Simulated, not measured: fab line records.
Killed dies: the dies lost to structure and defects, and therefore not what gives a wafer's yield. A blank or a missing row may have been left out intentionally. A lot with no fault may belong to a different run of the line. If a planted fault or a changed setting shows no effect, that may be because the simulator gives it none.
fab line records + flow rit-cmos
[record]
- lots = 5
- wafers = 27
route steps=202 shown ACTIVE@2 FOX2@25 M1@200
start-h: start of the lot's first displayed wafer, in hours after the record's first day + wait-h: hours elapsed since this lot's preceding step + " same as the row above + L1.1+2: a row that stands for several wafers + - no value present, or no start provided + * or withheld: withheld + < > ~ a bound
route shown NAME@n: names a module that has steps shown in the file, with the first one's number in the route + usual: mean/standard deviation of fault-free wafers + same: alike in all rows + chamber/n: place in a boat + sites: each site's reading + _std_site: standard deviation of those values + _edge_site: the outer-site mean with the inner-site mean subtracted + radius-mm: for every site, how far away it sits from the centre of the wafer + mask NAME#n: copy n + behind: the tool/chamber that last shaped the wafer + hold: why the lot was held/for how many hours/how that ended + device: transistor that didn't switch, given as n, p or np + end of line: tests run on the same wafers once the route is complete + step lacking rows: just its recipe + killed: the dies lost at the first sort to structure and to defects; this is not the yield of the wafer + map: per-die view of a wafer (x killed, . not killed, _ where there is no die)
set.NAME: the run value of the setting; set.NAME@STEP: its run value at that earlier step + model.NAME: the simulator's own value behind a step, which no gauge read
lots whose settings were changed on purpose; a table a step, a row a wafer
[[steps]]
[step RIT_ACTIVE_OXIDATION_01]
[recipe]
- temp-c = 1000
- ambient = O2
- target-thk-a = 468
- ox-time-s = 3360
| lot.wafer | tool       | chamber | start-h | wait-h | set.ox-time-s | model.SiO2_of_ACTIVE_OXIDATION_01.thk-nm |
|-----------|------------|---------|---------|--------|---------------|------------------------------------------|
| L075.3    | furnace-03 | 0       | 16.54   | 1.5    | 3360          | 46.71                                    |
| L075.4    | "          | 0       | "       | "      | 3360          | 48.04                                    |
| L075.5    | "          | 0       | "       | "      | 3360          | 46.91                                    |
| L076.1    | -          | -       | -       | 0.7    | 1598          | 29.73                                    |
| L076.2    | "          | -       | "       | "      | 1598          | 30.13                                    |
| L076.3    | "          | -       | "       | "      | 1598          | 28.9                                     |
| L076.4    | "          | -       | "       | "      | 1598          | 29.7                                     |
| L076.5    | "          | -       | "       | "      | 1598          | 29.71                                    |
| L076.6    | "          | -       | "       | "      | 1598          | 29.49                                    |
| L077.1    | -          | -       | -       | 0.2    | 2603          | 39.99                                    |
| L077.2    | "          | -       | "       | "      | 2603          | 39.39                                    |
| L077.3    | "          | -       | "       | "      | 2603          | 39.75                                    |
| L077.4    | "          | -       | "       | "      | 2603          | 39.45                                    |
| L077.5    | "          | -       | "       | "      | 2603          | 39.32                                    |
| L077.6    | "          | -       | "       | "      | 2603          | 39.15                                    |
| L080.1    | -          | -       | -       | 0.1    | 1624          | 30.49                                    |
| L080.2    | "          | -       | "       | "      | 1624          | 30.64                                    |
| L080.3    | "          | -       | "       | "      | 1624          | 30.68                                    |
| L080.4    | "          | -       | "       | "      | 1624          | 30.78                                    |
| L080.5    | "          | -       | "       | "      | 1624          | 30.76                                    |
| L080.6    | "          | -       | "       | "      | 1624          | 30.79                                    |
| L083.1    | -          | -       | -       | 0.2    | 4606          | 57.79                                    |
| L083.2    | "          | -       | "       | "      | 4606          | 57.53                                    |
| L083.3    | "          | -       | "       | "      | 4606          | 57.76                                    |
| L083.4    | "          | -       | "       | "      | 4606          | 57.36                                    |
| L083.5    | "          | -       | "       | "      | 4606          | 57.32                                    |
| L083.6    | "          | -       | "       | "      | 4606          | 56.22                                    |
[step RIT_ACTIVE_THK_MEAS_02]
[recipe]
- reads = SiO2_of_ACTIVE_OXIDATION_01
[usual]
- ACTIVE_OXIDE_THK = 46.8/0.68
| lot.wafer | tool          | chamber | start-h | wait-h | set.ox-time-s@ACTIVE_OXIDATION_01 | ACTIVE_OXIDE_THK[nm] |
|-----------|---------------|---------|---------|--------|-----------------------------------|----------------------|
| L075.3    | film-metro-01 | -       | 18.49   | 0.0    | 3360                              | 46.8                 |
| L075.4    | "             | -       | "       | "      | 3360                              | 48.1                 |
| L075.5    | "             | -       | "       | "      | 3360                              | 46.9                 |
| L076.1    | film-metro-02 | -       | -       | -      | 1598                              | 29.7                 |
| L076.2    | "             | -       | "       | "      | 1598                              | 30.1                 |
| L076.3    | "             | -       | "       | "      | 1598                              | 28.9                 |
| L076.4    | "             | -       | "       | "      | 1598                              | 29.7                 |
| L076.5    | "             | -       | "       | "      | 1598                              | 29.7                 |
| L076.6    | "             | -       | "       | "      | 1598                              | 29.5                 |
| L077.1    | film-metro-04 | -       | -       | -      | 2603                              | 40.0                 |
| L077.2    | "             | -       | "       | "      | 2603                              | 39.4                 |
| L077.3    | "             | -       | "       | "      | 2603                              | 39.7                 |
| L077.4    | "             | -       | "       | "      | 2603                              | 39.5                 |
| L077.5    | "             | -       | "       | "      | 2603                              | 39.3                 |
| L077.6    | "             | -       | "       | "      | 2603                              | 39.2                 |
| L080.1    | film-metro-01 | -       | -       | -      | 1624                              | 30.5                 |
| L080.2    | "             | -       | "       | "      | 1624                              | 30.6                 |
| L080.3    | "             | -       | "       | "      | 1624                              | 30.6                 |
| L080.4    | "             | -       | "       | "      | 1624                              | 30.8                 |
| L080.5    | "             | -       | "       | "      | 1624                              | 30.8                 |
| L080.6    | "             | -       | "       | "      | 1624                              | 30.8                 |
| L083.1    | film-metro-04 | -       | -       | -      | 4606                              | 57.7                 |
| L083.2    | "             | -       | "       | "      | 4606                              | 57.5                 |
| L083.3    | "             | -       | "       | "      | 4606                              | 57.7                 |
| L083.4    | "             | -       | "       | "      | 4606                              | 57.3                 |
| L083.5    | "             | -       | "       | "      | 4606                              | 57.3                 |
| L083.6    | "             | -       | "       | "      | 4606                              | 56.2                 |
[step RIT_ACTIVE_CVD_03]
[recipe]
- material = Si3N4
- target-thk-nm = 150
- temp-c = 810
- precursor = SiH2Cl2/NH3
- time-s = 1500
- pressure-mtorr = 300
- sih2cl2-flow-sccm = 60
- nh3-flow-sccm = 150
[step RIT_ACTIVE_HARDBAKE_12]
[recipe]
- resist = NOVOLAK
- temp-c = 140
- time-s = 60
[step RIT_ACTIVE_ETCH_13]
[recipe]
- stop-on = SiO2
- chemistry = SF6
- target = Si3N4
- time-s = 210
- over-etch-frac = 0.4
- SF6_flow_sccm = 200
- pressure-mtorr = 260
- rf-w = 125
- target-depth-a = 2100
| lot.wafer | tool        | chamber | start-h | wait-h | set.ox-time-s@ACTIVE_OXIDATION_01 | model.SiO2_of_ACTIVE_OXIDATION_01.thk-nm |
|-----------|-------------|---------|---------|--------|-----------------------------------|------------------------------------------|
| L075.3    | rie-diel-01 | 0       | 21.13   | 0.1    | 3360                              | 46.71                                    |
| L075.4    | "           | 1       | "       | "      | 3360                              | 48.04                                    |
| L075.5    | "           | 3       | "       | "      | 3360                              | 46.27                                    |
| L076.1    | rie-diel-02 | 3       | 25.78   | 0.1    | 1598                              | 29.73                                    |
| L076.2    | "           | 0       | "       | "      | 1598                              | 30.13                                    |
| L076.3    | "           | 2       | "       | "      | 1598                              | 26.2                                     |
| L076.4    | "           | 1       | "       | "      | 1598                              | 27.12                                    |
| L076.5    | "           | 1       | "       | "      | 1598                              | 27.14                                    |
| L076.6    | "           | 0       | "       | "      | 1598                              | 29.49                                    |
| L077.1    | rie-diel-01 | 0       | 29.85   | 0.1    | 2603                              | 39.99                                    |
| L077.2    | "           | 2       | "       | "      | 2603                              | 39.39                                    |
| L077.3    | "           | 3       | "       | "      | 2603                              | 39.12                                    |
| L077.4    | "           | 1       | "       | "      | 2603                              | 39.45                                    |
| L077.5    | "           | 0       | "       | "      | 2603                              | 39.32                                    |
| L077.6    | "           | 1       | "       | "      | 2603                              | 39.15                                    |
| L080.1    | rie-diel-02 | 2       | 44.84   | 0.1    | 1624                              | 27.77                                    |
| L080.2    | "           | 0       | "       | "      | 1624                              | 30.64                                    |
| L080.3    | "           | 3       | "       | "      | 1624                              | 30.68                                    |
| L080.4    | "           | 1       | "       | "      | 1624                              | 28.19                                    |
| L080.5    | "           | 2       | "       | "      | 1624                              | 28.03                                    |
| L080.6    | "           | 3       | "       | "      | 1624                              | 30.79                                    |
| L083.1    | rie-diel-01 | 0       | 59.91   | 0.1    | 4606                              | 57.79                                    |
| L083.2    | "           | 1       | "       | "      | 4606                              | 57.53                                    |
| L083.3    | "           | 3       | "       | "      | 4606                              | 57.11                                    |
| L083.4    | "           | 2       | "       | "      | 4606                              | 57.36                                    |
| L083.5    | "           | 2       | "       | "      | 4606                              | 57.32                                    |
| L083.6    | "           | 3       | "       | "      | 4606                              | 55.59                                    |
[step RIT_ACTIVE_STRIP_14]
[recipe]
- chemistry = O2
- time-s = 180
- resist = NOVOLAK
- platen-temp-c = withheld
- power-w = 500
- pressure-mtorr = 4000
- o2-flow-sccm = 4000
[step RIT_FOX2_CLEAN_02]
[recipe]
- chemistry = dHF
- dilution = 50:1
- time-s = 180
[step RIT_FOX2_WET_ETCH_03]
[recipe]
- chemistry = H3PO4
- target = Si3N4
- target-depth-nm = 195
- temp-c = 165
- time-s = 2700
| lot.wafer | tool         | chamber | start-h | wait-h | set.ox-time-s@ACTIVE_OXIDATION_01 | model.SiO2_of_ACTIVE_OXIDATION_01.thk-nm |
|-----------|--------------|---------|---------|--------|-----------------------------------|------------------------------------------|
| L075.3    | wet-bench-01 | 1       | 25.60   | 0.0    | 3360                              | 41.42                                    |
| L075.4    | "            | 1       | "       | "      | 3360                              | 42.59                                    |
| L075.5    | "            | 1       | "       | "      | 3360                              | 41.05                                    |
| L076.1    | wet-bench-03 | 2       | 31.24   | 0.0    | 1598                              | 26.43                                    |
| L076.2    | "            | 2       | "       | "      | 1598                              | 26.76                                    |
| L076.3    | "            | 2       | "       | "      | 1598                              | 23.27                                    |
| L076.4    | "            | 2       | "       | "      | 1598                              | 24.07                                    |
| L076.5    | "            | 2       | "       | "      | 1598                              | 24.1                                     |
| L076.6    | "            | 2       | "       | "      | 1598                              | 26.19                                    |
| L077.1    | wet-bench-01 | 1       | 36.88   | 0.0    | 2603                              | 35.42                                    |
| L077.2    | "            | 1       | "       | "      | 2603                              | 34.91                                    |
| L077.3    | "            | 1       | "       | "      | 2603                              | 34.68                                    |
| L077.4    | "            | 1       | "       | "      | 2603                              | 34.98                                    |
| L077.5    | "            | 1       | "       | "      | 2603                              | 34.84                                    |
| L077.6    | "            | 1       | "       | "      | 2603                              | 34.7                                     |
| L080.1    | wet-bench-03 | 0       | 51.37   | 0.0    | 1624                              | 24.63                                    |
| L080.2    | "            | 0       | "       | "      | 1624                              | 27.17                                    |
| L080.3    | "            | 0       | "       | "      | 1624                              | 27.2                                     |
| L080.4    | "            | 0       | "       | "      | 1624                              | 24.99                                    |
| L080.5    | "            | 0       | "       | "      | 1624                              | 24.85                                    |
| L080.6    | "            | 0       | "       | "      | 1624                              | 27.3                                     |
| L083.1    | wet-bench-01 | 2       | 68.44   | 0.0    | 4606                              | 51.59                                    |
| L083.2    | "            | 2       | "       | "      | 4606                              | 51.37                                    |
| L083.3    | "            | 2       | "       | "      | 4606                              | 50.97                                    |
| L083.4    | "            | 2       | "       | "      | 4606                              | 51.21                                    |
| L083.5    | "            | 2       | "       | "      | 4606                              | 51.2                                     |
| L083.6    | "            | 2       | "       | "      | 4606                              | 49.62                                    |
[step RIT_M1_ANNEAL_15]
[recipe]
- temp-c = 450
- time-s = 1800
- ambient = forming_gas_H2N2
| lot.wafer        | tool       | chamber | start-h | wait-h | set.time-s |
|------------------|------------|---------|---------|--------|------------|
| L075.3+4+5       | furnace-02 | 0       | 65.25   | 0.1    | 1800       |
| L076.1+2+3+4+5+6 | -          | -       | -       | 0.1    | 2385       |
| L077.1+2+3+4+5+6 | -          | -       | -       | 0.1    | 910.3      |
| L080.1+2+3+4+5+6 | -          | -       | -       | 0.1    | 2380       |
| L083.1+2+3+4+5+6 | -          | -       | -       | 0.1    | 1800       |
[step RIT_M1_PROBE_99]
[usual]
- killed-at-contacts = 0.1/0.23
- killed-at-front-end = 7.2/2.8
- killed-dies = 7.3/2.8
- killed-open = 3.8/1.8
- killed-short = 3.4/2
[same]
- gross-dies = 264
- killed_at_M0_to_M3 = 0
- killed_at_M4_up = 0
- killed-at-back-side = 0
- killed-at-other = 0
| lot.wafer | tool      | chamber | start-h | wait-h | set.ox-time-s@ACTIVE_OXIDATION_01 | killed-at-contacts | killed-at-front-end | killed-dies | killed-open | killed-short | model.etest.pldd.width-nm | model.etest.nldd.width-nm | model.etest.nplus-sal.width-nm | model.etest.pplus-sal.width-nm | model.etest.nmos-narrow.drive-ua-um | model.etest.pmos-narrow.drive-ua-um |
|-----------|-----------|---------|---------|--------|-----------------------------------|--------------------|---------------------|-------------|-------------|--------------|---------------------------|---------------------------|--------------------------------|--------------------------------|-------------------------------------|-------------------------------------|
| L075.3    | prober-02 | -       | 66.97   | 0.2    | 3360                              | 1                  | 4                   | 5           | 1           | 4            | 3180                      | 3190                      | 3420                           | 3434                           | 236.3                               | 106.3                               |
| L075.4    | prober-02 | -       | 67.02   | 0.2    | 3360                              | 0                  | 9                   | 9           | 2           | 7            | 3168                      | 3170                      | 3413                           | 3448                           | 230.2                               | 104.8                               |
| L075.5    | prober-02 | -       | 67.07   | 0.2    | 3360                              | 0                  | 8                   | 8           | 2           | 6            | 3189                      | 3182                      | 3461                           | 3438                           | 232.1                               | 104.4                               |
| L076.1    | prober-01 | -       | 72.85   | 0.1    | 1598                              | 0                  | 6                   | 6           | 2           | 4            | 3313                      | 3310                      | 3558                           | 3550                           | 270.2                               | 116.8                               |
| L076.2    | prober-01 | -       | 72.90   | 0.1    | 1598                              | 0                  | 5                   | 5           | 3           | 2            | 3319                      | 3308                      | 3554                           | 3524                           | 266.9                               | 116.2                               |
| L076.3    | prober-01 | -       | 72.95   | 0.2    | 1598                              | 0                  | 10                  | 10          | 7           | 3            | 3314                      | 3323                      | 3545                           | 3575                           | 270.9                               | 115.7                               |
| L076.4    | prober-01 | -       | 73.00   | 0.2    | 1598                              | 1                  | 9                   | 10          | 5           | 5            | 3314                      | 3316                      | 3568                           | 3553                           | 275                                 | 118.8                               |
| L076.5    | prober-01 | -       | 73.05   | 0.2    | 1598                              | 0                  | 6                   | 6           | 5           | 1            | 3324                      | 3299                      | 3559                           | 3558                           | 279.8                               | 122                                 |
| L076.6    | prober-01 | -       | 73.10   | 0.2    | 1598                              | 0                  | 5                   | 5           | 3           | 2            | 3288                      | 3327                      | 3535                           | 3532                           | 279.4                               | 120.7                               |
| L077.1    | prober-02 | -       | 75.82   | 0.1    | 2603                              | 0                  | 8                   | 8           | 4           | 4            | 3243                      | 3248                      | 3473                           | 3471                           | 238.1                               | 106.4                               |
| L077.2    | prober-02 | -       | 75.87   | 0.1    | 2603                              | 0                  | 4                   | 4           | 2           | 2            | 3253                      | 3230                      | 3499                           | 3514                           | 239.9                               | 105                                 |
| L077.3    | prober-02 | -       | 75.92   | 0.2    | 2603                              | 0                  | 4                   | 4           | 3           | 1            | 3232                      | 3246                      | 3487                           | 3487                           | 237.8                               | 105.9                               |
| L077.4    | prober-02 | -       | 75.97   | 0.2    | 2603                              | 0                  | 9                   | 9           | 5           | 4            | 3241                      | 3259                      | 3475                           | 3488                           | 238.7                               | 104.7                               |
| L077.5    | prober-02 | -       | 76.02   | 0.2    | 2603                              | 0                  | 5                   | 5           | 3           | 2            | 3252                      | 3261                      | 3472                           | 3473                           | 234.6                               | 104                                 |
| L077.6    | prober-02 | -       | 76.07   | 0.2    | 2603                              | 0                  | 6                   | 6           | 4           | 2            | 3252                      | 3237                      | 3479                           | 3496                           | 241.7                               | 107.2                               |
| L080.1    | prober-01 | -       | 93.64   | 0.1    | 1624                              | 0                  | 12                  | 12          | 5           | 7            | 3277                      | 3304                      | 3550                           | 3529                           | 274.7                               | 120.9                               |
| L080.2    | prober-01 | -       | 93.69   | 0.1    | 1624                              | 0                  | 7                   | 7           | 4           | 3            | 3271                      | 3298                      | 3525                           | 3526                           | 280.1                               | 123.9                               |
| L080.3    | prober-01 | -       | 93.74   | 0.2    | 1624                              | 0                  | 6                   | 6           | 2           | 3            | 3295                      | 3304                      | 3551                           | 3571                           | 282.8                               | 124                                 |
| L080.4    | prober-01 | -       | 93.79   | 0.2    | 1624                              | 0                  | 7                   | 7           | 3           | 3            | 3314                      | 3297                      | 3548                           | 3536                           | 275.3                               | 122.2                               |
| L080.5    | prober-01 | -       | 93.84   | 0.2    | 1624                              | 0                  | 9                   | 9           | 6           | 3            | 3284                      | 3282                      | 3544                           | 3535                           | 271.7                               | 120.3                               |
| L080.6    | prober-01 | -       | 93.89   | 0.2    | 1624                              | 0                  | 8                   | 8           | 2           | 6            | 3299                      | 3292                      | 3547                           | 3547                           | 281.3                               | 124.6                               |
| L083.1    | prober-01 | -       | 108.54  | 0.1    | 4606                              | 0                  | 8                   | 8           | 3           | 5            | 3014                      | 3015                      | 3354                           | 3361                           | 183.7                               | 86.54                               |
| L083.2    | prober-01 | -       | 108.59  | 0.1    | 4606                              | 0                  | 7                   | 7           | 7           | 0            | 3032                      | 3038                      | 3408                           | 3421                           | 189.9                               | 87.33                               |
| L083.3    | prober-01 | -       | 108.64  | 0.2    | 4606                              | 0                  | 4                   | 4           | 4           | 0            | 3008                      | 3035                      | 3405                           | 3393                           | 190.8                               | 89.69                               |
| L083.4    | prober-01 | -       | 108.69  | 0.2    | 4606                              | 0                  | 4                   | 4           | 3           | 1            | 3052                      | 3042                      | 3411                           | 3394                           | 194.8                               | 92.48                               |
| L083.5    | prober-01 | -       | 108.74  | 0.2    | 4606                              | 0                  | 8                   | 8           | 6           | 2            | 3036                      | 3037                      | 3417                           | 3411                           | 190.5                               | 90.79                               |
| L083.6    | prober-01 | -       | 108.79  | 0.2    | 4606                              | 0                  | 10                  | 10          | 5           | 5            | 3042                      | 3070                      | 3384                           | 3397                           | 197.2                               | 92.72                               |
// killed by level:class
L075.3 GATE:geometric-particle:short=1 GATE:geometric-particle:open=1 SPACER:geometric-particle:short=1 SILICIDE:geometric-particle:short=1 CONTACT:geometric-particle:short=1
L075.4 GATE:geometric-particle:short=4 FOX1:geometric-particle:short=1 FOX2:geometric-particle:short=1 SPACER:geometric-particle:open=1 SILICIDE:geometric-particle:short=1 SILICIDE:geometric-particle:open=1
L075.5 REOX:geometric-particle:short=3 GATE:geometric-particle:short=2 REOX:geometric-particle:open=1 SPACER:geometric-particle:short=1 SILICIDE:geometric-particle:open=1
L076.1 GATE:geometric-particle:open=2 FOX1:geometric-particle:short=1 FOX2:geometric-particle:short=1 REOX:geometric-particle:short=1 SPACER:geometric-particle:short=1
L076.2 FOX1:geometric-particle:open=1 FOX2:geometric-particle:short=1 GATE:geometric-particle:short=1 GATE:geometric-particle:open=1 REOX:geometric-particle:open=1
L076.3 GATE:geometric-particle:open=5 SPACER:geometric-particle:short=2 REOX:geometric-particle:short=1 REOX:geometric-particle:open=1 SPACER:geometric-particle:open=1
L076.4 FOX1:geometric-particle:open=1 FOX1:geometric-particle:short=1 FOX2:geometric-particle:short=1 FOX2:geometric-particle:open=1 GATE:geometric-particle:open=1 GATE:geometric-particle:short=1 REOX:geometric-particle:open=1 SILICIDE:geometric-particle:short=1
L076.5 GATE:geometric-particle:open=2 FOX1:geometric-particle:open=1 FOX2:geometric-particle:open=1 GATE:geometric-particle:short=1 SPACER:geometric-particle:open=1
L076.6 FOX1:geometric-particle:short=2 GATE:geometric-particle:open=2 SPACER:geometric-particle:open=1
L077.1 FOX1:geometric-particle:short=2 GATE:geometric-particle:open=2 GATE:geometric-particle:short=1 REOX:geometric-particle:open=1 SPACER:geometric-particle:open=1 SPACER:geometric-particle:short=1
L077.2 FOX1:geometric-particle:open=1 GATE:geometric-particle:short=1 GATE:geometric-particle:open=1 SPACER:geometric-particle:short=1
L077.3 SPACER:geometric-particle:open=2 GATE:geometric-particle:open=1 SPACER:geometric-particle:short=1
L077.4 GATE:geometric-particle:short=2 GATE:geometric-particle:open=2 SPACER:geometric-particle:open=2 FOX1:geometric-particle:short=1 FOX2:geometric-particle:short=1 FOX2:geometric-particle:open=1
L077.5 FOX2:geometric-particle:open=2 SPACER:geometric-particle:short=1 SILICIDE:geometric-particle:open=1 SILICIDE:geometric-particle:short=1
L077.6 FOX1:geometric-particle:open=2 GATE:geometric-particle:open=1 GATE:geometric-particle:short=1 REOX:geometric-particle:open=1 SILICIDE:geometric-particle:short=1
L080.1 GATE:geometric-particle:short=5 REOX:geometric-particle:open=2 SILICIDE:geometric-particle:open=2 FOX1:geometric-particle:short=1 FOX2:geometric-particle:open=1 SPACER:geometric-particle:short=1
L080.2 FOX2:geometric-particle:open=2 GATE:geometric-particle:open=2 FOX2:geometric-particle:short=1 GATE:geometric-particle:short=1 SPACER:geometric-particle:short=1
L080.3 GATE:geometric-particle:open=2 SILICIDE:geometric-particle:short=2 FOX2:geometric-particle:short=1 ACTIVE:coat-microbubble-printed=1
L080.4 GATE:geometric-particle:short=3 GATE:geometric-particle:open=3 ACTIVE:area-oxidation=1
L080.5 GATE:geometric-particle:open=3 FOX1:geometric-particle:open=1 FOX2:geometric-particle:short=1 GATE:geometric-particle:short=1 SPACER:geometric-particle:open=1 SILICIDE:geometric-particle:open=1 SILICIDE:geometric-particle:short=1
L080.6 GATE:geometric-particle:short=2 SILICIDE:geometric-particle:short=2 FOX1:geometric-particle:short=1 GATE:geometric-particle:open=1 SPACER:geometric-particle:open=1 SPACER:geometric-particle:short=1
L083.1 FOX1:geometric-particle:short=2 GATE:geometric-particle:short=2 GATE:geometric-particle:open=2 SPACER:geometric-particle:short=1 SILICIDE:geometric-particle:open=1
L083.2 FOX1:geometric-particle:open=4 GATE:geometric-particle:open=3
L083.3 GATE:geometric-particle:open=2 FOX1:geometric-particle:open=1 REOX:geometric-particle:open=1
L083.4 FOX1:geometric-particle:open=2 FOX2:geometric-particle:open=1 GATE:geometric-particle:short=1
L083.5 FOX1:geometric-particle:open=5 GATE:geometric-particle:short=1 SILICIDE:geometric-particle:open=1 SILICIDE:geometric-particle:short=1
L083.6 FOX1:geometric-particle:short=4 GATE:geometric-particle:open=2 FOX1:geometric-particle:open=1 FOX2:geometric-particle:open=1 GATE:geometric-particle:short=1 SILICIDE:geometric-particle:open=1
[[key]]
[split]
- step = RIT_ACTIVE_OXIDATION_01
- setting = ox-time-s
- stated = 3360
- by = lot
[response]
- step = RIT_ACTIVE_OXIDATION_01
- reading = model.SiO2_of_ACTIVE_OXIDATION_01.thk-nm
- change = +0.307
- per = 1%
- r = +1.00
[response]
- step = RIT_ACTIVE_THK_MEAS_02
- reading = ACTIVE_OXIDE_THK
- change = +0.307
- per = 1%
- r = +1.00
[response]
- step = RIT_ACTIVE_ETCH_13
- reading = model.SiO2_of_ACTIVE_OXIDATION_01.thk-nm
- change = +0.32
- per = 1%
- r = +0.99
[response]
- step = RIT_FOX2_WET_ETCH_03
- reading = model.SiO2_of_ACTIVE_OXIDATION_01.thk-nm
- change = +0.287
- per = 1%
- r = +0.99
[response]
- step = RIT_M1_PROBE_99
- reading = model.etest.pldd.width-nm
- change = -2.99
- per = 1%
- r = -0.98
[response]
- step = RIT_M1_PROBE_99
- reading = model.etest.nldd.width-nm
- change = -2.94
- per = 1%
- r = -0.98
[response]
- step = RIT_M1_PROBE_99
- reading = model.etest.nplus-sal.width-nm
- change = -1.75
- per = 1%
- r = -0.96
[response]
- step = RIT_M1_PROBE_99
- reading = model.etest.pplus-sal.width-nm
- change = -1.7
- per = 1%
- r = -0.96
[split]
- step = RIT_M1_ANNEAL_15
- setting = time-s
- stated = 1800
- by = lot
response none clear
